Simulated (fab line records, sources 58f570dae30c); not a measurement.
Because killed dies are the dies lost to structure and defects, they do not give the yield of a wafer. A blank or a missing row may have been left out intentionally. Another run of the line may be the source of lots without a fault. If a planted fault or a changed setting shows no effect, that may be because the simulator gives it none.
fab line records	flow berkeley-cmos170
[record] lots = 5	wafers = 23
route steps=331 shown CONTACT@217 M1@242 V1@254 M2@281 M3@310
start-h: hours from the record's first day to the start of the lot's first wafer shown	wait-h: time in hours since the lot's previous step	" repeats the value in the row above	L1.1+2: several wafers, shown together as one row	- no value, or no start was given	* or withheld: withheld	< > ~ a bound
route shown NAME@n: NAME is a module with steps in the file, n the number in the route of the first one	usual: the fault-free wafers' mean and standard deviation	same: alike in all rows	chamber/n: place in a boat	sites: readings site by site	_std_site: the values' standard deviation	_edge_site: inner sites' mean taken away from outer sites' mean	radius-mm: for every site, how far away it sits from the centre of the wafer	mask NAME#n: copy n	behind: the most recent tool/chamber to have shaped the wafer	hold: what put the lot on hold/how long, in hours/how the hold closed	device: transistor that didn't switch, given as n, p or np	end of line: tests of these same wafers at the route's end	a step given without rows: its recipe and nothing more	killed: the dies lost at the first sort to structure and to defects; this is not the yield of the wafer	map: the dies of a wafer, with x for killed, . for not killed, _ for no die there
set.NAME: the setting as run; set.NAME@STEP: as run at that earlier step	model.NAME: the simulator's own value behind a step, which no gauge read
lots where settings were altered on purpose, with a table for each step and a row for each wafer
[[steps]]
[step UCB170_CONTACT_CVD_01]
[recipe] material = PSG	target-thk-nm = 700	temp-c = 450	precursor = SiH4/O2/PH3	time-s = 2820	pressure-mtorr = 300	sih4-flow-sccm = 60	o2-flow-sccm = 90	ph3-flow-sccm = 25
lot.wafer	tool	chamber	start-h	wait-h	set.temp-c	model.PSG_of_CONTACT_CVD_01.thk-nm
L076.1	-	-	-	0.0	438.5	640.9
L076.2	"	-	"	"	438.5	642.7
L076.3	"	-	"	"	438.5	646.2
L076.5	"	-	"	"	438.5	647.6
L076.6	"	-	"	"	438.5	639.8
L079.1	-	-	-	0.5	458.4	743.4
L079.2	"	-	"	"	458.4	746.2
L079.3	"	-	"	"	458.4	744.6
L079.4	"	-	"	"	458.4	744
L079.6	"	-	"	"	458.4	744.3
L080.1+2	-	-	-	1.5	456.1	744
L080.4	"	-	"	"	456.1	747.8
L080.5	"	-	"	"	456.1	744.8
L080.6	"	-	"	"	456.1	748.7
L081.1	lpcvd-01	1	169.44	0.5	450	708.7
L081.4	"	1	"	"	450	704.9
L081.5	"	1	"	"	450	702.5
L082.1	-	-	-	1.3	454.1	721.1
L082.2	"	-	"	"	454.1	721.4
L082.3	"	-	"	"	454.1	718.8
L082.4	"	-	"	"	454.1	722
L082.6	"	-	"	"	454.1	719.1
[step UCB170_CONTACT_THK_MEAS_02]
[recipe] reads = PSG_of_CONTACT_CVD_01
[usual] CONTACT_PSG_THK = 698/8.5
lot.wafer	tool	chamber	start-h	wait-h	set.temp-c@CONTACT_CVD_01	CONTACT_PSG_THK[nm]
L076.1	film-metro-02	-	-	-	438.5	640
L076.2	"	-	"	"	438.5	643
L076.3	"	-	"	"	438.5	647
L076.5	"	-	"	"	438.5	648
L076.6	"	-	"	"	438.5	640
L080.1	film-metro-02	-	-	-	456.1	744
L080.2	"	-	"	"	456.1	744
L080.4	"	-	"	"	456.1	748
L080.5	"	-	"	"	456.1	745
L080.6	"	-	"	"	456.1	749
L081.1	film-metro-01	-	171.29	0.1	450	709
L081.4	"	-	"	"	450	705
L081.5	"	-	"	"	450	701
L079.1	film-metro-03	-	-	-	458.4	743
L079.2	"	-	"	"	458.4	747
L079.3	"	-	"	"	458.4	745
L079.4	"	-	"	"	458.4	745
L079.6	"	-	"	"	458.4	744
L082.1	film-metro-03	-	-	-	454.1	721
L082.2	"	-	"	"	454.1	721
L082.3	"	-	"	"	454.1	719
L082.4	"	-	"	"	454.1	722
L082.6	"	-	"	"	454.1	718
[step UCB170_CONTACT_PEB_13]
[recipe] peb-temp-c = 130	peb-time-s = withheld	resist = KrF
lot.wafer	tool	chamber	start-h	wait-h	set.peb-temp-c
L076.1+2+6	litho-track-01	0	152.71	0.1	130
L076.3+5	"	0	"	"	128.4
L080.1+2+4+5+6	litho-track-01	0	174.34	1.0	130
L081.1+4+5	litho-track-04	0	174.54	1.0	130
L079.1+6	litho-track-02	0	175.08	0.8	132.8
L079.2+3+4	"	0	"	"	130
L082.1+2+3	litho-track-01	0	186.99	0.4	126.7
L082.4+6	"	0	"	"	130
[step UCB170_CONTACT_DEVELOP_14]
[recipe] developer = TMAH	develop-time-s = 45	resist = KrF	dev-temp-c = 21
[step UCB170_CONTACT_CD_MEAS_15]
[recipe] target-cd-nm = 700
[usual] cd-nm = 700.1/1.2
lot.wafer	tool	chamber	start-h	wait-h	set.peb-temp-c@CONTACT_PEB_13	cd-nm
L076.1	cd-sem-02	-	152.99	-	130	697.5
L076.2	"	-	"	"	130	697.6
L076.3	"	-	"	"	128.4	686.2
L076.5	"	-	"	"	128.4	687.4
L076.6	"	-	"	"	130	699.0
L080.1	cd-sem-02	-	174.66	-	130	699.6
L080.2	"	-	"	"	130	698.9
L080.4	"	-	"	"	130	698.7
L080.5	"	-	"	"	130	699.8
L080.6	"	-	"	"	130	699.9
L081.1	cd-sem-01	-	174.81	-	130	701.7
L081.4	"	-	"	"	130	701.2
L081.5	"	-	"	"	130	701.9
L079.1	cd-sem-02	-	175.43	-	132.8	716.5
L079.2	"	-	"	"	130	700.6
L079.3	"	-	"	"	130	701.7
L079.4	"	-	"	"	130	699.9
L079.6	"	-	"	"	132.8	717.6
L082.1	cd-sem-01	-	187.27	-	126.7	673.6
L082.2	"	-	"	"	126.7	673.1
L082.3	"	-	"	"	126.7	674.2
L082.4	"	-	"	"	130	699.0
L082.6	"	-	"	"	130	698.5
[step UCB170_CONTACT_ETCH_17]
[recipe] chemistry = N2/H2	target-depth-a = withheld	overetch-a = withheld	target = BARC	time-s = withheld	source-w = 500	bias-w = 100	pressure-mtorr = 30	n2-flow-sccm = 100	h2-flow-sccm = 200
lot.wafer	tool	chamber	start-h	wait-h	set.peb-temp-c@CONTACT_PEB_13	model.CONTACT.cd-nm
L076.1	rie-diel-02	3	153.15	0.0	130	695.8
L076.2	"	1	"	"	130	697.4
L076.3	"	0	"	"	128.4	687.3
L076.5	"	1	"	"	128.4	687.1
L076.6	"	0	"	"	130	700.2
L080.1	rie-diel-02	0	174.82	0.0	130	700.8
L080.2	"	2	"	"	130	700
L080.4	"	3	"	"	130	697.5
L080.5	"	2	"	"	130	700.1
L080.6	"	3	"	"	130	698.5
L081.1	rie-diel-01	1	174.97	0.0	130	700.4
L081.4	"	3	"	"	130	701.8
L081.5	"	1	"	"	130	700.5
L079.1	rie-diel-02	2	175.58	0.0	132.8	717.7
L079.2	"	3	"	"	130	699.7
L079.3	"	1	"	"	130	701.3
L079.4	"	0	"	"	130	701.9
L079.6	"	0	"	"	132.8	718.8
L082.1	rie-diel-03	2	187.43	0.0	126.7	672.7
L082.2	"	1	"	"	126.7	671.5
L082.3	"	3	"	"	126.7	674.3
L082.4	"	0	"	"	130	699.2
L082.6	"	0	"	"	130	698.4
[step UCB170_CONTACT_ETCH_18]
[recipe] chemistry = CHF3/CF4/Ar	target = PSG	stop-on = TiSi2	CHF3_flow_sccm = 45	cf4-flow-sccm = 15	Ar_flow_sccm = 150	pressure-mtorr = 200	rf-w = 700	target-depth-a = 8400	over-etch-frac = 0.2	time-s = 195
lot.wafer	tool	chamber	start-h	wait-h	set.temp-c@CONTACT_CVD_01	set.peb-temp-c@CONTACT_PEB_13	model.CONTACT.feature-depth-nm	model.etch.depth-nm	model.CONTACT.cd-nm
L076.1	rie-diel-02	3	-	-	438.5	130	640.9	640.9	696.3
L076.2	"	1	"	"	438.5	130	642.7	642.7	697.3
L076.3	"	0	"	"	438.5	128.4	646.2	646.2	687.8
L076.5	"	1	"	"	438.5	128.4	647.6	647.6	687.1
L076.6	"	0	"	"	438.5	130	639.8	639.8	701
L080.1	rie-diel-02	0	-	-	456.1	130	744	744	701
L080.2	"	2	"	"	456.1	130	744	744	699.3
L080.4	"	3	"	"	456.1	130	747.8	747.8	698.3
L080.5	"	2	"	"	456.1	130	744.8	-	699.8
L080.6	"	3	"	"	456.1	130	748.7	-	699.4
L081.1	rie-diel-01	1	-	-	450	130	708.7	708.7	700.7
L081.4	"	3	"	"	450	130	704.9	704.9	701.6
L081.5	"	1	"	"	450	130	702.5	702.5	700.8
L079.1	rie-diel-02	2	-	-	458.4	132.8	743.4	743.4	717.1
L079.2	"	3	"	"	458.4	130	746.2	746.2	700.2
L079.3	"	1	"	"	458.4	130	744.6	744.6	701.2
L079.4	"	0	"	"	458.4	130	744	744	701.6
L079.6	"	0	"	"	458.4	132.8	744.3	744.3	718.9
L082.1	rie-diel-03	2	-	-	454.1	126.7	721.1	-	672.6
L082.2	"	1	"	"	454.1	126.7	721.4	-	671.5
L082.3	"	3	"	"	454.1	126.7	718.8	718.8	675
L082.4	"	0	"	"	454.1	130	722	722	700.2
L082.6	"	0	"	"	454.1	130	719.1	719.1	699
[step UCB170_CONTACT_STRIP_19]
[recipe] chemistry = O2	power-w = 400	pressure-mtorr = 3500	platen-temp-c = withheld	o2-flow-sccm = 400	overash-fraction = 0.5
[step UCB170_CONTACT_CD_MEAS_90]
[recipe] target-cd-nm = 700
[usual] cd-nm = 700.3/1.4
lot.wafer	tool	chamber	start-h	wait-h	set.peb-temp-c@CONTACT_PEB_13	cd-nm
L076.1	cd-sem-02	-	153.42	0.1	130	696.3
L076.2	"	-	"	"	130	697.1
L076.3	"	-	"	"	128.4	687.8
L076.5	"	-	"	"	128.4	687.0
L076.6	"	-	"	"	130	701.4
L080.1	cd-sem-02	-	175.19	0.2	130	700.5
L080.2	"	-	"	"	130	699.2
L080.4	"	-	"	"	130	698.3
L080.5	"	-	"	"	130	699.6
L080.6	"	-	"	"	130	699.1
L081.1	cd-sem-02	-	175.31	0.1	130	701.1
L081.4	"	-	"	"	130	701.6
L081.5	"	-	"	"	130	700.9
L079.1	cd-sem-01	-	175.85	0.1	132.8	717.3
L079.2	"	-	"	"	130	700.1
L079.3	"	-	"	"	130	701.4
L079.4	"	-	"	"	130	701.6
L079.6	"	-	"	"	132.8	718.7
L082.1	cd-sem-01	-	187.69	0.1	126.7	672.5
L082.2	"	-	"	"	126.7	671.6
L082.3	"	-	"	"	126.7	674.9
L082.4	"	-	"	"	130	700.6
L082.6	"	-	"	"	130	699.1
[step UCB170_M1_COAT_04]
[recipe] resist = KrF	spin-rpm = 1500	resist-thk-nm = 900
lot.wafer	tool	chamber	start-h	wait-h	set.resist-thk-nm	model.KrF_of_M1_COAT_04.thk-nm
L076.1	litho-track-03	0	-	-	900	899.1
L076.2	"	0	"	"	900	896.9
L076.3	"	0	"	"	900	899
L076.5	"	0	"	"	900	901.5
L076.6	"	0	"	"	900	899.5
L081.1	litho-track-01	0	-	-	900	903.3
L081.4	"	0	"	"	900	903.8
L081.5	"	0	"	"	900	905.6
L080.1	litho-track-03	0	-	-	900	902.4
L080.2	"	0	"	"	919.6	920.1
L080.4	"	0	"	"	919.6	920.5
L080.5	"	0	"	"	919.6	921.4
L080.6	"	0	"	"	900	902.7
L079.1	litho-track-02	0	-	-	900	901.6
L079.2	"	0	"	"	900	900.8
L079.3	"	0	"	"	900	899.4
L079.4	"	0	"	"	900	900.6
L079.6	"	0	"	"	900	899.3
L082.1	litho-track-01	0	-	-	945.7	949.1
L082.2	"	0	"	"	945.7	949
L082.3	"	0	"	"	900	903.5
L082.4	"	0	"	"	900	903.9
L082.6	"	0	"	"	945.7	950.1
[step UCB170_V1_CVD_00]
[recipe] material = SiO2	target-thk-nm = 2000	temp-c = 390	precursor = TEOS/O2	time-s = 250	rf-w = 550	pressure-mtorr = 9000
lot.wafer	tool	chamber	start-h	wait-h	set.time-s	model.SiO2_of_V1_CVD_00.thk-nm
L076.1	pecvd-02	0	159.51	0.0	221.2	1790
L076.2	"	1	"	"	221.2	1742
L076.3	"	2	"	"	221.2	1763
L076.5	"	2	"	"	250	2042
L076.6	"	0	"	"	250	2024
L080.1	pecvd-01	1	182.62	0.0	222.4	1762
L080.2	"	0	"	"	250	1995
L080.4	"	1	"	"	222.4	1785
L080.5	"	0	"	"	250	2029
L080.6	"	2	"	"	250	1988
L081.1	pecvd-03	2	182.62	0.0	250	1984
L081.4	"	1	"	"	250	2002
L081.5	"	2	"	"	250	2030
L079.1	pecvd-03	2	182.78	0.2	263.8	2098
L079.2	"	0	"	"	250	1988
L079.3	"	1	"	"	263.8	2078
L079.4	"	0	"	"	250	2019
L079.6	"	2	"	"	263.8	2146
L082.1	pecvd-03	2	193.64	0.0	250	1972
L082.2	"	1	"	"	250	1965
L082.3	"	0	"	"	250	1938
L082.4	"	2	"	"	250	2002
L082.6	"	0	"	"	250	1979
[step UCB170_V1_THK_MEAS_01]
[recipe] reads = SiO2_of_V1_CVD_00
[usual] V1_TEOS_THK = 1999/28
lot.wafer	tool	chamber	start-h	wait-h	set.time-s@V1_CVD_00	V1_TEOS_THK[nm]
L076.1	film-metro-01	-	159.66	0.1	221.2	1790
L076.2	"	-	"	"	221.2	1741
L076.3	"	-	"	"	221.2	1762
L076.5	"	-	"	"	250	2041
L076.6	"	-	"	"	250	2024
L080.1	film-metro-04	-	182.84	0.1	222.4	1763
L080.2	"	-	"	"	250	1995
L080.4	"	-	"	"	222.4	1786
L080.5	"	-	"	"	250	2028
L080.6	"	-	"	"	250	1986
L081.1	film-metro-03	-	182.84	0.1	250	1985
L081.4	"	-	"	"	250	2002
L081.5	"	-	"	"	250	2028
L079.1	film-metro-03	-	182.93	0.1	263.8	2097
L079.2	"	-	"	"	250	1987
L079.3	"	-	"	"	263.8	2077
L079.4	"	-	"	"	250	2018
L079.6	"	-	"	"	263.8	2147
L082.1	film-metro-01	-	193.79	0.1	250	1971
L082.2	"	-	"	"	250	1965
L082.3	"	-	"	"	250	1939
L082.4	"	-	"	"	250	2002
L082.6	"	-	"	"	250	1978
[step UCB170_M2_COAT_10]
[recipe] resist = KrF	spin-rpm = 1500	resist-thk-nm = 900
lot.wafer	tool	chamber	start-h	wait-h	set.resist-thk-nm	model.KrF_of_M2_COAT_10.thk-nm
L076.1	litho-track-02	0	-	-	941.2	936.2
L076.2	"	0	"	"	941.2	936.7
L076.3	"	0	"	"	900	893.4
L076.5	"	0	"	"	900	896.5
L076.6	"	0	"	"	900	895.5
L080.1	litho-track-02	0	-	-	930.7	932.5
L080.2	"	0	"	"	930.7	934.3
L080.4	"	0	"	"	900	900.3
L080.5	"	0	"	"	930.7	933.1
L080.6	"	0	"	"	900	905.5
L079.1	litho-track-03	0	-	-	900	901.4
L079.2	"	0	"	"	859.8	858.9
L079.3	"	0	"	"	900	902.6
L079.4	"	0	"	"	900	903.3
L079.6	"	0	"	"	859.8	856.7
L081.1	litho-track-04	0	-	-	900	898.8
L081.4+5	"	0	"	"	900	898.1
L082.1	litho-track-03	0	-	-	933.5	938.2
L082.2	"	0	"	"	900	903.6
L082.3	"	0	"	"	933.5	937
L082.4	"	0	"	"	900	902.9
L082.6	"	0	"	"	900	904.2
[step UCB170_M3_SPUTTER_01]
[recipe] material = Al	target-thk-nm = 900	time-s = 120	power-w = 6000	chamber-pressure-pa = 0.5
lot.wafer	tool	chamber	start-h	wait-h	set.time-s	model.Al_of_M3_SPUTTER_01.thk-nm
L076.1	pvd-sputter-02	-	170.22	0.0	115.3	843.1
L076.2	"	-	"	"	115.3	878.8
L076.3	"	-	"	"	115.3	884.4
L076.5	"	-	"	"	120	909.5
L076.6	"	-	"	"	120	914.5
L080.1	pvd-sputter-01	-	194.23	0.0	120	905
L080.2	"	-	"	"	120	909.1
L080.4	"	-	"	"	120	910.5
L080.5	"	-	"	"	109.8	827.9
L080.6	"	-	"	"	109.8	831.6
L079.1	pvd-sputter-02	-	194.31	0.0	120	912.3
L079.2	"	-	"	"	120	900.3
L079.3	"	-	"	"	120	886
L079.4	"	-	"	"	120	878.8
L079.6	"	-	"	"	120	905.5
L081.1	pvd-sputter-01	-	195.06	0.0	120	919.6
L081.4	"	-	"	"	120	915.8
L081.5	"	-	"	"	120	911.8
L082.1	pvd-sputter-02	-	203.50	0.0	106.2	805.8
L082.2	"	-	"	"	106.2	774.9
L082.3	"	-	"	"	120	907.2
L082.4	"	-	"	"	120	885.5
L082.6	"	-	"	"	120	883.5
[step UCB170_M3_RS_MEAS_02]
[recipe] thk-meas-gauge = four-point-probe	reads = Al_of_M3_SPUTTER_01
[usual] M3_AL_RS = 0.0322/0.00043
lot.wafer	tool	chamber	start-h	wait-h	set.time-s@M3_SPUTTER_01	M3_AL_RS[ohm/sq]
L076.1	film-metro-03	-	170.30	0.0	115.3	0.0344
L076.2	"	-	"	"	115.3	0.0330
L076.3	"	-	"	"	115.3	0.0328
L076.5	"	-	"	"	120	0.0319
L076.6	"	-	"	"	120	0.0316
L080.1	film-metro-02	-	194.31	0.0	120	0.0320
L080.2	"	-	"	"	120	0.0318
L080.4	"	-	"	"	120	0.0318
L080.5	"	-	"	"	109.8	0.0351
L080.6	"	-	"	"	109.8	0.0349
L079.1	film-metro-04	-	194.40	0.0	120	0.0317
L079.2	"	-	"	"	120	0.0321
L079.3	"	-	"	"	120	0.0327
L079.4	"	-	"	"	120	0.0329
L079.6	"	-	"	"	120	0.0319
L081.1	film-metro-03	-	195.14	0.0	120	0.0315
L081.4	"	-	"	"	120	0.0316
L081.5	"	-	"	"	120	0.0317
L082.1	film-metro-02	-	203.59	0.0	106.2	0.0359
L082.2	"	-	"	"	106.2	0.0375
L082.3	"	-	"	"	120	0.0320
L082.4	"	-	"	"	120	0.0328
L082.6	"	-	"	"	120	0.0327
[step UCB170_M3_THK_MEAS_03]
[recipe] thk-meas-gauge = xrf	reads = Al_of_M3_SPUTTER_01
[usual] M3_AL_THK = 927/15
lot.wafer	tool	chamber	start-h	wait-h	set.time-s@M3_SPUTTER_01	M3_AL_THK[nm]
L076.1	film-metro-03	-	170.42	0.1	115.3	869
L076.2	"	-	"	"	115.3	908
L076.3	"	-	"	"	115.3	915
L076.5	"	-	"	"	120	937
L076.6	"	-	"	"	120	941
L080.1	film-metro-02	-	194.43	0.1	120	923
L080.2	"	-	"	"	120	933
L080.4	"	-	"	"	120	925
L080.5	"	-	"	"	109.8	845
L080.6	"	-	"	"	109.8	849
L079.1	film-metro-04	-	194.52	0.1	120	934
L079.2	"	-	"	"	120	927
L079.3	"	-	"	"	120	911
L079.4	"	-	"	"	120	900
L079.6	"	-	"	"	120	937
L081.1	film-metro-03	-	195.26	0.1	120	957
L081.4	"	-	"	"	120	949
L081.5	"	-	"	"	120	948
L082.1	film-metro-02	-	203.71	0.1	106.2	826
L082.2	"	-	"	"	106.2	788
L082.3	"	-	"	"	120	931
L082.4	"	-	"	"	120	905
L082.6	"	-	"	"	120	898
[step UCB170_M3_PEB_13]
[recipe] peb-temp-c = 130	peb-time-s = withheld	resist = KrF
lot.wafer	tool	chamber	start-h	wait-h	set.peb-temp-c
L076.1+5	litho-track-02	0	172.11	0.4	130
L076.2+3+6	"	0	"	"	128.7
L079.1+6	litho-track-02	0	197.41	0.4	128.8
L079.2+3+4	"	0	"	"	130
L080.1+2	litho-track-02	0	197.68	0.5	130
L080.4+5+6	"	0	"	"	131.2
L081.1+4+5	litho-track-02	0	198.04	0.1	130
L082.1+4+6	litho-track-01	0	205.45	0.1	130
L082.2+3	"	0	"	"	132.7
[step UCB170_M3_DEVELOP_14]
[recipe] developer = TMAH	develop-time-s = 45	resist = KrF	dev-temp-c = 21
[step UCB170_M3_CD_MEAS_15]
[recipe] target-cd-nm = 700
[usual] cd-nm = 699.9/1.3
lot.wafer	tool	chamber	start-h	wait-h	set.peb-temp-c@M3_PEB_13	cd-nm
L076.1	cd-sem-01	-	172.38	-	130	699.4
L076.2	"	-	"	"	128.7	708.2
L076.3	"	-	"	"	128.7	708.4
L076.5	"	-	"	"	130	699.2
L076.6	"	-	"	"	128.7	708.5
L079.1	cd-sem-01	-	197.72	-	128.8	709.3
L079.2	"	-	"	"	130	700.1
L079.3	"	-	"	"	130	699.9
L079.4	"	-	"	"	130	699.9
L079.6	"	-	"	"	128.8	708.7
L080.1	cd-sem-01	-	197.96	-	130	700.1
L080.2	"	-	"	"	130	699.7
L080.4	"	-	"	"	131.2	692.0
L080.5	"	-	"	"	131.2	691.5
L080.6	"	-	"	"	131.2	692.4
L081.1	cd-sem-01	-	198.44	-	130	702.6
L081.4	"	-	"	"	130	700.9
L081.5	"	-	"	"	130	702.2
L082.1	cd-sem-02	-	205.72	-	130	699.2
L082.2	"	-	"	"	132.7	683.3
L082.3	"	-	"	"	132.7	685.5
L082.4	"	-	"	"	130	699.0
L082.6	"	-	"	"	130	700.2
[step UCB170_M3_ETCH_17]
[recipe] chemistry = N2/H2	target-depth-a = withheld	overetch-a = withheld	target = BARC	time-s = withheld	source-w = 500	bias-w = 100	pressure-mtorr = 30	n2-flow-sccm = 100	h2-flow-sccm = 200
lot.wafer	tool	chamber	start-h	wait-h	set.peb-temp-c@M3_PEB_13	model.M3.cd-nm
L076.1	rie-diel-04	0	172.54	0.0	130	698.9
L076.2	"	2	"	"	128.7	708.8
L076.3	"	3	"	"	128.7	709
L076.5	"	3	"	"	130	699.4
L076.6	"	0	"	"	128.7	708.7
L079.1	rie-diel-01	2	197.87	0.0	128.8	709
L079.2	"	3	"	"	130	700
L079.3+4	"	3,2	"	"	130	700.2
L079.6	"	3	"	"	128.8	708.6
L080.1	rie-diel-02	3	198.12	0.0	130	700.6
L080.2	"	2	"	"	130	698.7
L080.4	"	1	"	"	131.2	691.1
L080.5	"	1	"	"	131.2	691.3
L080.6	"	2	"	"	131.2	692.1
L081.1	rie-diel-01	2	198.60	0.0	130	703
L081.4	"	2	"	"	130	700.9
L081.5	"	2	"	"	130	702.6
L082.1	rie-diel-01	3	205.88	0.0	130	699.4
L082.2	"	0	"	"	132.7	683.3
L082.3	"	1	"	"	132.7	685
L082.4	"	3	"	"	130	699.1
L082.6	"	0	"	"	130	700.1
[[key]]
[split] step = UCB170_CONTACT_CVD_01	setting = temp-c	stated = 450	by = lot
[response] step = UCB170_CONTACT_CVD_01	reading = model.PSG_of_CONTACT_CVD_01.thk-nm	change = +23.8	per = 1%	r = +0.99
[response] step = UCB170_CONTACT_THK_MEAS_02	reading = CONTACT_PSG_THK	change = +23.8	per = 1%	r = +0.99
[response] step = UCB170_CONTACT_ETCH_18	reading = model.CONTACT.feature-depth-nm	change = +23.8	per = 1%	r = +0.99
[response] step = UCB170_CONTACT_ETCH_18	reading = model.etch.depth-nm	change = +23.5	per = 1%	r = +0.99
[split] step = UCB170_CONTACT_PEB_13	setting = peb-temp-c	stated = 130	by = wafer
[response] step = UCB170_CONTACT_CD_MEAS_15	reading = cd-nm	change = +8.95	per = 1%	r = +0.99
[response] step = UCB170_CONTACT_ETCH_17	reading = model.CONTACT.cd-nm	change = +9.24	per = 1%	r = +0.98
[response] step = UCB170_CONTACT_ETCH_18	reading = model.CONTACT.cd-nm	change = +9.31	per = 1%	r = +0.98
[response] step = UCB170_CONTACT_CD_MEAS_90	reading = cd-nm	change = +9.37	per = 1%	r = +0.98
[split] step = UCB170_M1_COAT_04	setting = resist-thk-nm	stated = 900	by = wafer
[response] step = UCB170_M1_COAT_04	reading = model.KrF_of_M1_COAT_04.thk-nm	change = +8.9	per = 1%	r = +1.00
[split] step = UCB170_V1_CVD_00	setting = time-s	stated = 250	by = wafer
[response] step = UCB170_V1_CVD_00	reading = model.SiO2_of_V1_CVD_00.thk-nm	change = +21.7	per = 1%	r = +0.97
[response] step = UCB170_V1_THK_MEAS_01	reading = V1_TEOS_THK	change = +21.7	per = 1%	r = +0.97
[split] step = UCB170_M2_COAT_10	setting = resist-thk-nm	stated = 900	by = wafer
[response] step = UCB170_M2_COAT_10	reading = model.KrF_of_M2_COAT_10.thk-nm	change = +9.32	per = 1%	r = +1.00
[split] step = UCB170_M3_SPUTTER_01	setting = time-s	stated = 120	by = wafer
[response] step = UCB170_M3_SPUTTER_01	reading = model.Al_of_M3_SPUTTER_01.thk-nm	change = +9.13	per = 1%	r = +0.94
[response] step = UCB170_M3_RS_MEAS_02	reading = M3_AL_RS	change = -0.000371	per = 1%	r = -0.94
[response] step = UCB170_M3_THK_MEAS_03	reading = M3_AL_THK	change = +9.3	per = 1%	r = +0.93
[split] step = UCB170_M3_PEB_13	setting = peb-temp-c	stated = 130	by = wafer
[response] step = UCB170_M3_CD_MEAS_15	reading = cd-nm	change = -7.98	per = 1%	r = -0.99
[response] step = UCB170_M3_ETCH_17	reading = model.M3.cd-nm	change = -8.15	per = 1%	r = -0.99
